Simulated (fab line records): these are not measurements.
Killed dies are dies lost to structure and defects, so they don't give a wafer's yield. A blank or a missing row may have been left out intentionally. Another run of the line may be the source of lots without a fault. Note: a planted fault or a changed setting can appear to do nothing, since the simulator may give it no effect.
fab line records -- flow rit-cmos
record: lots: 14, wafers: 42, last-day: 7
route steps=202 shown ACTIVE@9 NWELL@34 NLDD@109 M1@202
lots that met no fault: from a run of the same line without faults
start-h: hours from the record's opening day to when the first of the lot's shown wafers began -- wait-h: how many hours have passed since the lot's step before this one -- " the same as in the row above -- L1.1+2: one row covering several wafers at once -- - no value present, or no start provided -- * or withheld: withheld -- < > ~ a bound
route shown NAME@n: NAME is a module with steps in the file, n the number in the route of the first one -- usual: mean/standard deviation taken from wafers without a fault -- same: alike in all rows -- chamber/n: place in a boat -- sites: readings site by site -- _std_site: how widely they spread, as a standard deviation -- _edge_site: mean of outer sites minus mean of inner sites -- radius-mm: for every site, how far away it sits from the centre of the wafer -- mask NAME#n: copy n -- behind: the last tool/chamber to shape the wafer -- hold: why the lot went on hold/how many hours it stayed there/how the hold came to an end -- device: the transistor (n, p or np) that didn't switch -- end of line: tests of these same wafers at the route's end -- a step with no rows: only its recipe -- killed: not the wafer's yield, but the dies lost to structure and defects at the first sort -- map: per-die view of a wafer (x killed, . not killed, _ where there is no die)
set.NAME: the setting the step ran with; set.NAME@STEP: the setting that earlier step ran with -- model.NAME: the simulator's own value behind a step, which no gauge read
steps of the route over a sample of lots; a table a step, a row a wafer
services: from which hour (start-h, from the record's first day; less than 0 if before it) a tool's chamber was out of use, for how many hours, and why
== steps ==
step: RIT_ACTIVE_EXPOSE_08
recipe: mask-id: M1, na: 0.6, source-shape: conventional, sigma-outer: 0.6, target-cd-nm: 1400, dose-mj: 225
usual: exposure-dose-mJ-cm2: 224.93/0.21, stage-vel-mm-s: 500.09/0.25
lot.wafer,tool,chamber,start-h,wait-h,mask,exposure-dose-mJ-cm2,stage-vel-mm-s
L934.3,iline-stepper-01,0,15.29,0.2,M1#0,225.08,500.72
L934.5,iline-stepper-01,0,15.29,0.2,M1#0,224.92,500.82
L934.6,iline-stepper-01,0,15.29,0.2,M1#0,224.74,500.22
L935.1,iline-stepper-01,0,22.28,0.1,M1#0,225.34,499.92
L935.2,iline-stepper-01,0,22.28,0.1,M1#0,224.96,500.28
L935.5,iline-stepper-01,0,22.28,0.1,M1#0,225.09,500.05
L936.1,iline-stepper-01,0,27.53,0.1,M1#0,224.97,500.21
L936.4,iline-stepper-01,0,27.53,0.1,M1#0,224.60,499.98
L936.5,iline-stepper-01,0,27.53,0.1,M1#0,224.64,499.84
L937.2,iline-stepper-02,0,31.15,0.2,M1#0,225.22,499.95
L937.3,iline-stepper-02,0,31.15,0.2,M1#0,225.05,499.84
L937.5,iline-stepper-02,0,31.15,0.2,M1#0,225.02,500.16
L938.1,iline-stepper-02,0,36.89,0.1,M1#0,225.08,500.07
L938.4,iline-stepper-02,0,36.89,0.1,M1#0,224.92,499.88
L938.6,iline-stepper-02,0,36.89,0.1,M1#0,224.87,500.09
L939.1,iline-stepper-02,0,40.46,0.1,M1#0,225.13,499.96
L939.3,iline-stepper-02,0,40.46,0.1,M1#0,224.80,499.66
L939.5,iline-stepper-02,0,40.46,0.1,M1#0,225.00,499.81
L940.1,iline-stepper-01,0,46.40,0.2,M1#0,225.58,500.19
L940.2,iline-stepper-01,0,46.40,0.2,M1#0,225.30,500.06
L940.4,iline-stepper-01,0,46.40,0.2,M1#0,225.35,500.13
L941.1,iline-stepper-01,0,51.67,0.1,M1#0,224.98,500.28
L941.3,iline-stepper-01,0,51.67,0.1,M1#0,225.04,500.43
L941.6,iline-stepper-01,0,51.67,0.1,M1#0,224.68,500.12
L943.2,iline-stepper-02,0,62.40,0.1,M1#0,173.28,500.39
L943.4,iline-stepper-02,0,62.40,0.1,M1#0,173.15,500.38
L943.6,iline-stepper-02,0,62.40,0.1,M1#0,173.00,500.59
L946.1,iline-stepper-02,0,75.56,0.3,M1#0,183.47,500.44
L946.3,iline-stepper-02,0,75.56,0.3,M1#0,183.24,499.80
L946.4,iline-stepper-02,0,75.56,0.3,M1#0,184.05,500.05
L950.1,iline-stepper-02,0,94.18,0.2,M1#0,192.05,500.04
L950.2,iline-stepper-02,0,94.18,0.2,M1#0,192.24,499.73
L950.6,iline-stepper-02,0,94.18,0.2,M1#0,191.90,499.88
L952.3,iline-stepper-01,0,105.04,0.2,M1#0,225.01,500.15
L952.4,iline-stepper-01,0,105.04,0.2,M1#0,225.02,499.81
L952.5,iline-stepper-01,0,105.04,0.2,M1#0,224.86,500.18
L953.1,iline-stepper-01,0,110.11,0.1,M1#0,224.78,499.92
L953.2,iline-stepper-01,0,110.11,0.1,M1#0,225.33,500.08
L953.3,iline-stepper-01,0,110.11,0.1,M1#0,225.03,500.13
L956.3,iline-stepper-01,0,124.76,0.2,M1#0,224.54,499.79
L956.4,iline-stepper-01,0,124.76,0.2,M1#0,224.84,499.99
L956.5,iline-stepper-01,0,124.76,0.2,M1#0,224.63,499.84
step: RIT_ACTIVE_CD_MEAS_11
recipe: target-cd-nm: 1400
usual: cd-nm: 1399.7/1.8
lot.wafer,tool,chamber,start-h,wait-h,cd-nm
L934.3,cd-sem-02,-,15.69,-,1399.3
L934.5,cd-sem-02,-,15.69,-,1401.8
L934.6,cd-sem-02,-,15.69,-,1399.6
L935.1,cd-sem-02,-,22.68,-,1397.3
L935.2,cd-sem-02,-,22.68,-,1398.5
L935.5,cd-sem-02,-,22.68,-,1398.9
L936.1,cd-sem-02,-,27.97,-,1400.0
L936.4,cd-sem-02,-,27.97,-,1400.5
L936.5,cd-sem-02,-,27.97,-,1401.7
L937.2,cd-sem-02,-,31.55,-,1398.5
L937.3,cd-sem-02,-,31.55,-,1398.5
L937.5,cd-sem-02,-,31.55,-,1397.0
L938.1,cd-sem-01,-,37.29,-,1398.7
L938.4,cd-sem-01,-,37.29,-,1399.3
L938.6,cd-sem-01,-,37.29,-,1399.6
L939.1,cd-sem-02,-,40.93,-,1398.6
L939.3,cd-sem-02,-,40.93,-,1399.7
L939.5,cd-sem-02,-,40.93,-,1399.6
L940.1,cd-sem-01,-,46.95,-,1400.3
L940.2,cd-sem-01,-,46.95,-,1397.8
L940.4,cd-sem-01,-,46.95,-,1395.1
L941.1,cd-sem-02,-,52.07,-,1396.9
L941.3,cd-sem-02,-,52.07,-,1396.2
L941.6,cd-sem-02,-,52.07,-,1396.6
L943.2,cd-sem-01,-,62.80,-,1475.3
L943.4,cd-sem-01,-,62.80,-,1473.3
L943.6,cd-sem-01,-,62.80,-,1475.4
L946.1,cd-sem-02,-,75.96,-,1459.8
L946.3,cd-sem-02,-,75.96,-,1462.8
L946.4,cd-sem-02,-,75.96,-,1460.1
L950.1,cd-sem-01,-,94.58,-,1443.9
L950.2,cd-sem-01,-,94.58,-,1446.1
L950.6,cd-sem-01,-,94.58,-,1447.4
L952.3,cd-sem-01,-,105.44,-,1398.9
L952.4,cd-sem-01,-,105.44,-,1399.0
L952.5,cd-sem-01,-,105.44,-,1398.2
L953.1,cd-sem-02,-,110.51,-,1402.7
L953.2,cd-sem-02,-,110.51,-,1402.2
L953.3,cd-sem-02,-,110.51,-,1402.9
L956.3,cd-sem-02,-,125.16,-,1397.5
L956.4,cd-sem-02,-,125.16,-,1398.7
L956.5,cd-sem-02,-,125.16,-,1397.9
step: RIT_NWELL_OVL_MEAS_06
usual: NWELL_OVL: -1.0/1.5
lot.wafer,tool,chamber,start-h,wait-h,NWELL_OVL[nm]
L934.3,overlay-01,-,27.04,-,-2.6
L934.5,overlay-01,-,27.04,-,-0.6
L934.6,overlay-01,-,27.04,-,-2.8
L935.1,overlay-02,-,31.59,-,-1.2
L935.2,overlay-02,-,31.59,-,0.3
L935.5,overlay-02,-,31.59,-,0.9
L936.1,overlay-01,-,37.32,-,-0.6
L936.4,overlay-01,-,37.32,-,1.1
L936.5,overlay-01,-,37.32,-,0.7
L937.2,overlay-02,-,41.35,-,-2.0
L937.3,overlay-02,-,41.35,-,-2.9
L937.5,overlay-02,-,41.35,-,-1.8
L938.1,overlay-02,-,44.94,-,-2.4
L938.4,overlay-02,-,44.94,-,-3.8
L938.6,overlay-02,-,44.94,-,-3.7
L939.1,overlay-02,-,49.07,-,-0.1
L939.3,overlay-02,-,49.07,-,0.0
L939.5,overlay-02,-,49.07,-,-1.2
L940.1,overlay-02,-,56.30,-,-2.0
L940.2,overlay-02,-,56.30,-,-0.6
L940.4,overlay-02,-,56.30,-,-0.2
L941.1,overlay-01,-,60.54,-,-0.1
L941.3,overlay-01,-,60.54,-,-1.6
L941.6,overlay-01,-,60.54,-,-1.5
L943.2,overlay-02,-,73.60,-,0.1
L943.4,overlay-02,-,73.60,-,-0.3
L943.6,overlay-02,-,73.60,-,-0.9
L946.1,overlay-01,-,84.88,-,1.3
L946.3,overlay-01,-,84.88,-,1.4
L946.4,overlay-01,-,84.88,-,1.3
L950.1,overlay-01,-,103.05,-,-4.4
L950.2,overlay-01,-,103.05,-,-4.5
L950.6,overlay-01,-,103.05,-,-2.9
L952.3,overlay-02,-,116.30,-,0.9
L952.4,overlay-02,-,116.30,-,0.9
L952.5,overlay-02,-,116.30,-,0.2
L953.1,overlay-02,-,122.49,-,-0.1
L953.2,overlay-02,-,122.49,-,-0.7
L953.3,overlay-02,-,122.49,-,-0.8
L956.3,overlay-02,-,133.47,-,0.0
L956.4,overlay-02,-,133.47,-,-2.4
L956.5,overlay-02,-,133.47,-,-0.3
step: RIT_NWELL_TW_MEAS_10
usual: NWELL_TW: 2150/9.9
lot.wafer,tool,chamber,start-h,wait-h,NWELL_TW
L934.3,film-metro-03,-,28.01,0.1,2152
L934.5,film-metro-03,-,28.01,0.1,2144
L934.6,film-metro-03,-,28.01,0.1,2147
L935.1,film-metro-01,-,32.20,0.1,2139
L935.2,film-metro-01,-,32.20,0.1,2156
L935.5,film-metro-01,-,32.20,0.1,2147
L936.1,film-metro-03,-,37.93,0.1,2152
L936.4,film-metro-03,-,37.93,0.1,2151
L936.5,film-metro-03,-,37.93,0.1,2156
L937.2,film-metro-03,-,41.96,0.1,2156
L937.3,film-metro-03,-,41.96,0.1,2158
L937.5,film-metro-03,-,41.96,0.1,2154
L938.1,film-metro-03,-,45.55,0.1,2153
L938.4,film-metro-03,-,45.55,0.1,2142
L938.6,film-metro-03,-,45.55,0.1,2142
L939.1,film-metro-01,-,49.75,0.1,2147
L939.3,film-metro-01,-,49.75,0.1,2159
L939.5,film-metro-01,-,49.75,0.1,2150
L940.1,film-metro-01,-,56.91,0.1,2154
L940.2,film-metro-01,-,56.91,0.1,2151
L940.4,film-metro-01,-,56.91,0.1,2161
L941.1,film-metro-01,-,61.15,0.1,2158
L941.3,film-metro-01,-,61.15,0.1,2153
L941.6,film-metro-01,-,61.15,0.1,2159
L943.2,film-metro-02,-,74.42,0.1,2152
L943.4,film-metro-02,-,74.42,0.1,2151
L943.6,film-metro-02,-,74.42,0.1,2151
L946.1,film-metro-03,-,85.49,0.1,2139
L946.3,film-metro-03,-,85.49,0.1,2131
L946.4,film-metro-03,-,85.49,0.1,2152
L950.1,film-metro-03,-,103.66,0.1,2160
L950.2,film-metro-03,-,103.66,0.1,2154
L950.6,film-metro-03,-,103.66,0.1,2165
L952.3,film-metro-01,-,116.92,0.1,2158
L952.4,film-metro-01,-,116.92,0.1,2158
L952.5,film-metro-01,-,116.92,0.1,2158
L953.1,film-metro-02,-,123.10,0.1,2145
L953.2,film-metro-02,-,123.10,0.1,2150
L953.3,film-metro-02,-,123.10,0.1,2145
L956.3,film-metro-02,-,134.09,0.1,2134
L956.4,film-metro-02,-,134.09,0.1,2142
L956.5,film-metro-02,-,134.09,0.1,2143
step: RIT_NLDD_OVL_MEAS_06
usual: NLDD_OVL: -0.3/1.6
lot.wafer,tool,chamber,start-h,wait-h,NLDD_OVL[nm]
L934.3,overlay-01,-,54.01,-,-2.2
L934.5,overlay-01,-,54.01,-,-2.8
L934.6,overlay-01,-,54.01,-,-0.5
L935.1,overlay-02,-,58.04,-,0.4
L935.2,overlay-02,-,58.04,-,0.6
L935.5,overlay-02,-,58.04,-,1.3
L936.1,overlay-02,-,65.57,-,-0.9
L936.4,overlay-02,-,65.57,-,1.2
L936.5,overlay-02,-,65.57,-,1.1
L937.2,overlay-01,-,68.12,-,0.4
L937.3,overlay-01,-,68.12,-,0.5
L937.5,overlay-01,-,68.12,-,1.9
L938.1,overlay-02,-,68.36,-,0.5
L938.4,overlay-02,-,68.36,-,-1.5
L938.6,overlay-02,-,68.36,-,0.3
L939.1,overlay-02,-,77.12,-,1.7
L939.3,overlay-02,-,77.12,-,2.6
L939.5,overlay-02,-,77.12,-,0.7
L940.1,overlay-02,-,80.08,-,-1.4
L940.2,overlay-02,-,80.08,-,-2.6
L940.4,overlay-02,-,80.08,-,-1.1
L941.1,overlay-02,-,86.00,-,0.0
L941.3,overlay-02,-,86.00,-,-0.4
L941.6,overlay-02,-,86.00,-,0.0
L943.2,overlay-02,-,96.83,-,1.5
L943.4,overlay-02,-,96.83,-,1.5
L943.6,overlay-02,-,96.83,-,1.1
L946.1,overlay-02,-,107.91,-,-1.4
L946.3,overlay-02,-,107.91,-,-2.1
L946.4,overlay-02,-,107.91,-,-0.3
L950.1,overlay-01,-,132.15,-,-2.4
L950.2,overlay-01,-,132.15,-,-2.1
L950.6,overlay-01,-,132.15,-,-1.6
L952.3,overlay-02,-,143.30,-,-3.4
L952.4,overlay-02,-,143.30,-,-2.0
L952.5,overlay-02,-,143.30,-,-3.6
L953.1,overlay-02,-,145.84,-,-3.5
L953.2,overlay-02,-,145.84,-,-4.4
L953.3,overlay-02,-,145.84,-,-1.1
L956.3,overlay-02,-,159.04,-,-0.8
L956.4,overlay-02,-,159.04,-,0.8
L956.5,overlay-02,-,159.04,-,0.0
step: RIT_M1_PROBE_99
usual: killed_at_M0_to_M3: 0.0/0.14, killed-at-contacts: 0.1/0.27, killed-at-front-end: 6.5/2.8, killed-dies: 6.6/2.8, killed-open: 3.5/2, killed-short: 3.2/1.8
same: gross-dies: 264, killed_at_M4_up: 0, killed-at-back-side: 0, killed-at-other: 0
lot.wafer,tool,chamber,start-h,wait-h,killed_at_M0_to_M3,killed-at-contacts,killed-at-front-end,killed-dies,killed-open,killed-short
L934.3,prober-01,-,69.61,0.2,0,0,10,10,4,6
L934.5,prober-01,-,69.71,0.2,0,0,5,5,1,4
L934.6,prober-01,-,69.76,0.2,0,1,3,4,3,1
L935.1,prober-02,-,76.02,0.1,0,0,11,11,9,2
L935.2,prober-02,-,76.07,0.1,0,0,15,15,8,7
L935.5,prober-02,-,76.22,0.2,0,0,9,9,3,6
L936.1,prober-01,-,81.65,0.1,0,0,4,4,2,2
L936.4,prober-01,-,81.80,0.2,0,0,13,13,9,4
L936.5,prober-01,-,81.85,0.2,0,0,7,7,4,3
L937.2,prober-02,-,84.76,0.1,0,0,8,8,5,3
L937.3,prober-02,-,84.81,0.2,0,0,8,8,4,4
L937.5,prober-02,-,84.91,0.2,0,0,6,6,4,2
L938.1,prober-02,-,86.21,0.1,0,0,6,6,4,2
L938.4,prober-02,-,86.36,0.2,0,0,6,6,2,4
L938.6,prober-02,-,86.46,0.2,0,1,2,3,1,2
L939.1,prober-01,-,92.70,0.1,0,1,3,4,3,1
L939.3,prober-01,-,92.80,0.2,0,0,8,8,4,4
L939.5,prober-01,-,92.90,0.2,0,0,8,8,6,2
L940.1,prober-02,-,95.87,0.1,0,0,8,8,3,5
L940.2,prober-02,-,95.92,0.1,0,0,5,5,3,1
L940.4,prober-02,-,96.02,0.2,0,0,5,5,5,0
L941.1,prober-01,-,101.49,0.1,0,0,7,7,5,2
L941.3,prober-01,-,101.59,0.2,0,0,4,4,1,3
L941.6,prober-01,-,101.74,0.2,0,0,7,7,4,3
L943.2,prober-01,-,113.51,0.1,0,0,6,6,4,2
L943.4,prober-01,-,113.61,0.2,1,0,7,8,3,4
L943.6,prober-01,-,113.71,0.2,0,0,5,5,3,2
L946.1,prober-02,-,123.27,0.1,0,0,7,7,3,4
L946.3,prober-02,-,123.37,0.2,0,0,3,3,1,2
L946.4,prober-02,-,123.42,0.2,0,0,8,8,2,6
L950.1,prober-01,-,149.16,0.1,0,0,6,6,2,4
L950.2,prober-01,-,149.21,0.1,0,0,5,5,3,2
L950.6,prober-01,-,149.41,0.2,0,0,5,5,4,1
L952.3,prober-01,-,159.06,0.2,0,1,4,5,2,3
L952.4,prober-01,-,159.11,0.2,0,0,14,14,8,6
L952.5,prober-01,-,159.16,0.2,0,0,2,2,1,1
L953.1,prober-02,-,161.46,0.1,0,0,10,10,6,4
L953.2,prober-02,-,161.51,0.1,0,0,2,2,1,1
L953.3,prober-02,-,161.56,0.2,0,0,10,10,6,4
L956.3,prober-01,-,174.83,0.2,0,0,5,5,3,2
L956.4,prober-01,-,174.88,0.2,0,0,9,9,6,3
L956.5,prober-01,-,174.93,0.2,0,0,10,10,3,7
killed by level:class
L934.3 FOX1:geometric-particle:short=2 GATE:geometric-particle:open=2 FOX1:geometric-particle:open=1 GATE:geometric-particle:short=1 REOX:geometric-particle:short=1 SPACER:geometric-particle:open=1 SPACER:geometric-particle:short=1 SILICIDE:geometric-particle:short=1
L934.5 FOX1:geometric-particle:short=2 SPACER:geometric-particle:short=2 GATE:geometric-particle:open=1
L934.6 FOX1:geometric-particle:open=1 GATE:geometric-particle:open=1 SPACER:geometric-particle:open=1 CONTACT:geometric-particle:short=1
L935.1 SILICIDE:geometric-particle:open=5 GATE:geometric-particle:open=3 FOX1:geometric-particle:short=1 FOX1:geometric-particle:open=1 SILICIDE:geometric-particle:short=1
L935.2 FOX1:geometric-particle:short=6 SPACER:geometric-particle:open=3 FOX1:geometric-particle:open=2 REOX:geometric-particle:open=2 FOX2:geometric-particle:open=1 SPACER:geometric-particle:short=1
L935.5 REOX:geometric-particle:short=2 SILICIDE:geometric-particle:short=2 FOX1:geometric-particle:short=1 GATE:geometric-particle:open=1 GATE:geometric-particle:short=1 SPACER:geometric-particle:open=1 SILICIDE:geometric-particle:open=1
L936.1 GATE:geometric-particle:open=1 REOX:geometric-particle:short=1 SPACER:geometric-particle:short=1 SILICIDE:geometric-particle:open=1
L936.4 GATE:geometric-particle:open=7 GATE:geometric-particle:short=2 FOX1:geometric-particle:short=1 FOX1:geometric-particle:open=1 FOX2:geometric-particle:short=1 SPACER:geometric-particle:open=1
L936.5 GATE:geometric-particle:open=2 FOX2:geometric-particle:open=1 GATE:geometric-particle:short=1 SPACER:geometric-particle:open=1 SPACER:geometric-particle:short=1 SILICIDE:geometric-particle:short=1
L937.2 REOX:geometric-particle:short=3 SPACER:geometric-particle:open=2 FOX1:geometric-particle:open=1 FOX2:geometric-particle:open=1 REOX:geometric-particle:open=1
L937.3 GATE:geometric-particle:open=2 FOX1:geometric-particle:open=1 GATE:geometric-particle:short=1 REOX:geometric-particle:short=1 REOX:geometric-particle:open=1 SPACER:geometric-particle:short=1 SILICIDE:geometric-particle:short=1
L937.5 SILICIDE:geometric-particle:open=2 FOX2:geometric-particle:short=1 GATE:geometric-particle:open=1 GATE:geometric-particle:short=1 REOX:geometric-particle:open=1
L938.1 SILICIDE:geometric-particle:open=2 FOX1:geometric-particle:short=1 GATE:geometric-particle:open=1 REOX:geometric-particle:open=1 SILICIDE:geometric-particle:short=1
L938.4 FOX2:geometric-particle:open=2 FOX1:geometric-particle:short=1 FOX2:geometric-particle:short=1 GATE:geometric-particle:short=1 SILICIDE:geometric-particle:short=1
L938.6 FOX1:geometric-particle:short=1 SPACER:geometric-particle:open=1 CONTACT:geometric-particle:short=1
L939.1 FOX1:geometric-particle:short=1 FOX1:geometric-particle:open=1 SPACER:geometric-particle:open=1 CONTACT:geometric-particle:open=1
L939.3 FOX1:geometric-particle:short=2 FOX1:geometric-particle:open=2 FOX2:geometric-particle:short=1 GATE:geometric-particle:open=1 REOX:geometric-particle:open=1 SPACER:geometric-particle:short=1
L939.5 FOX2:geometric-particle:open=3 GATE:geometric-particle:open=2 REOX:geometric-particle:short=1 REOX:geometric-particle:open=1 SPACER:geometric-particle:short=1
L940.1 SPACER:geometric-particle:short=2 FOX2:geometric-particle:short=1 GATE:geometric-particle:open=1 GATE:geometric-particle:short=1 REOX:geometric-particle:open=1 REOX:geometric-particle:short=1 SPACER:geometric-particle:open=1
L940.2 SPACER:geometric-particle:open=2 FOX1:geometric-particle:short=1 FOX1:geometric-particle:open=1 PRETRO:coat-microbubble-printed=1
L940.4 SILICIDE:geometric-particle:open=2 FOX1:geometric-particle:open=1 GATE:geometric-particle:open=1 SPACER:geometric-particle:open=1
L941.1 GATE:geometric-particle:open=2 REOX:geometric-particle:open=1 SPACER:geometric-particle:open=1 SPACER:geometric-particle:short=1 SILICIDE:geometric-particle:open=1 SILICIDE:geometric-particle:short=1
L941.3 FOX1:geometric-particle:short=2 GATE:geometric-particle:open=1 GATE:geometric-particle:short=1
L941.6 FOX1:geometric-particle:short=1 FOX2:geometric-particle:open=1 FOX2:geometric-particle:short=1 GATE:geometric-particle:open=1 REOX:geometric-particle:open=1 SPACER:geometric-particle:short=1 SILICIDE:geometric-particle:open=1
L943.2 GATE:geometric-particle:short=2 FOX2:geometric-particle:open=1 GATE:geometric-particle:open=1 SPACER:geometric-particle:open=1 SILICIDE:geometric-particle:open=1
L943.4 FOX1:geometric-particle:short=2 GATE:geometric-particle:open=2 GATE:geometric-particle:short=1 REOX:geometric-particle:open=1 M1:geometric-particle:short=1 ACTIVE:area-expose=1
L943.6 GATE:geometric-particle:open=3 FOX1:geometric-particle:short=1 GATE:geometric-particle:short=1
L946.1 REOX:geometric-particle:short=2 SPACER:geometric-particle:short=2 SILICIDE:geometric-particle:open=2 GATE:geometric-particle:open=1
L946.3 REOX:geometric-particle:open=1 SPACER:geometric-particle:short=1 SILICIDE:geometric-particle:short=1
L946.4 SILICIDE:geometric-particle:short=3 REOX:geometric-particle:short=2 GATE:geometric-particle:open=1 SPACER:geometric-particle:short=1 SILICIDE:geometric-particle:open=1
L950.1 FOX1:geometric-particle:short=2 GATE:geometric-particle:open=2 GATE:geometric-particle:short=1 SPACER:geometric-particle:short=1
L950.2 GATE:geometric-particle:short=2 GATE:geometric-particle:open=2 SPACER:geometric-particle:open=1
L950.6 FOX2:geometric-particle:open=2 FOX2:geometric-particle:short=1 GATE:geometric-particle:open=1 REOX:geometric-particle:open=1
L952.3 GATE:geometric-particle:short=1 GATE:geometric-particle:open=1 REOX:geometric-particle:open=1 SILICIDE:geometric-particle:short=1 CONTACT:geometric-particle:short=1
L952.4 GATE:geometric-particle:open=3 GATE:geometric-particle:short=3 SILICIDE:geometric-particle:open=3 REOX:geometric-particle:open=2 FOX2:geometric-particle:short=1 REOX:geometric-particle:short=1 SILICIDE:geometric-particle:short=1
L952.5 GATE:geometric-particle:open=1 SILICIDE:geometric-particle:short=1
L953.1 GATE:geometric-particle:open=3 GATE:geometric-particle:short=3 FOX1:geometric-particle:short=1 FOX2:geometric-particle:open=1 SPACER:geometric-particle:open=1 SILICIDE:geometric-particle:open=1
L953.2 GATE:geometric-particle:short=1 GATE:geometric-particle:open=1
L953.3 FOX1:geometric-particle:open=2 GATE:geometric-particle:short=2 SPACER:geometric-particle:open=2 FOX2:geometric-particle:short=1 GATE:geometric-particle:open=1 SPACER:geometric-particle:short=1 SILICIDE:geometric-particle:open=1
L956.3 GATE:geometric-particle:open=3 FOX2:geometric-particle:short=1 REOX:geometric-particle:short=1
L956.4 GATE:geometric-particle:open=3 FOX2:geometric-particle:open=2 FOX1:geometric-particle:short=1 FOX2:geometric-particle:short=1 GATE:geometric-particle:short=1 SILICIDE:geometric-particle:open=1
L956.5 GATE:geometric-particle:short=5 GATE:geometric-particle:open=2 FOX1:geometric-particle:short=1 FOX1:geometric-particle:open=1 FOX2:geometric-particle:short=1
== services ==
tool,chamber,start-h,hours,kind
iline-stepper-01,0,-8.33,-,calibration
iline-stepper-01,-,52.50,0.8,repair
iline-stepper-01,-,65.92,1.7,pm
iline-stepper-02,-,82.73,1.7,pm
iline-stepper-02,0,119.09,-,calibration
== key ==
first-sign: step: RIT_ACTIVE_EXPOSE_08, reading: exposure-dose-mJ-cm2, direction: down, sigmas: 99+, usual: 224.93, struck: 182.93
effect: step: RIT_ACTIVE_CD_MEAS_11, reading: cd-nm, direction: up, sigmas: 33, usual: 1399.7, struck: 1460.4, through: control-loop
met-at RIT_ACTIVE_EXPOSE_08
struck-lots L943,L946,L950
tester-left-out L943,L946,L950
loop-trim: step: RIT_ACTIVE_EXPOSE_08, setting: dose, lots: L946,L950
not-acting-at RIT_NWELL_OVL_MEAS_06,RIT_NWELL_TW_MEAS_10,RIT_NLDD_OVL_MEAS_06
onset-between 40.46 62.40
fault: kind: process-parameter-drift, tool: iline-stepper-02, chamber: -, onset-h: 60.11, steps: RIT_ACTIVE_EXPOSE_08, channel: dose-mj, offset: -51.663, shape: step, acts-in: these-recipes-only, stated: 225
tester-left-out: of these lots the tester's yield and bins aren't shown, on N5 and GAA mostly nor the transistor test; their killed dies are dies lost to structure and defects alone, not to doping, threshold or leakage, so they don't give the yield
loop-trim: a control loop set the setting to another value than it would have without faults
